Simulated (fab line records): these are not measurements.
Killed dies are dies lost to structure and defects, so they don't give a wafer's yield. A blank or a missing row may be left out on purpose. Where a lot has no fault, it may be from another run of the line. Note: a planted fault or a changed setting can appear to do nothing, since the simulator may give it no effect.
2 desks, one fault    flow berkeley-cmos170    numbers are kept per desk, each desk with only its own; the story behind them comes last

AT THE METROLOGY DESK
What the gauges read, lot by lot, whatever tool the lot ran on: means of the sampled wafers that have a number. A lot is out of limits, marked OUT, if its mean lies more than 4 standard deviations from the usual mean; the brackets give that distance.
Columns: A = V1_BOW at UCB170_V1_BOW_MEAS_03, usual 18 um; B = M2_AL_THK at UCB170_M2_THK_MEAS_03, usual 910 nm; C = M2_OVL at UCB170_M2_OVL_MEAS_16, usual -2 nm
lot   first seen here  A   B    C
L668  day 8 14:49      14  916  -5
L671  day 8 21:44      11  901  -5
L676  day 10 14:16     23  922  1
L677  day 10 15:38     18  909  -4
L679  day 11 07:44     18  913  3
L678  day 11 10:28     22  920  -5
L683  day 12 01:17     18  924  4
L682  day 12 04:50     20  902  -3
L687  day 12 20:12     23  919  1
L684  day 12 22:37     12  893  -12
L686  day 12 23:57     9   916  -2
L688  day 13 00:15     15  901  -1
L691  day 13 09:14     21  913  -2
L690  day 13 13:05     3   900  6
Finding of this desk: none of the 14 lots has anything out of limits.

TOOL OWNER'S DESK, wet-bench-04
The tool's own readings at UCB170_NWELL_WET_ETCH_18 (etches Si3N4 in H3PO4, time 14400 s): means of the sampled wafers that have a number, for each lot that ran on this tool. A lot is out of limits, marked OUT, if its mean lies more than 4 standard deviations from the usual mean; the brackets give that distance.
Columns: A = temp-c at UCB170_NWELL_WET_ETCH_18, usual 159.98 C
lot   first seen here  A
L668  day 2 13:56      160.02
L671  day 3 02:56      159.96
L677  day 4 10:47      159.85
L679  day 4 22:04      159.85
L690  day 7 08:35      159.92
Finding of this desk: none of the 5 lots has anything out of limits.

ALL TOGETHER
Metrology desk: nothing out of limits seen.
The desk of the tool owner found nothing out of limits.

WHAT THE SIMULATOR PUT IN
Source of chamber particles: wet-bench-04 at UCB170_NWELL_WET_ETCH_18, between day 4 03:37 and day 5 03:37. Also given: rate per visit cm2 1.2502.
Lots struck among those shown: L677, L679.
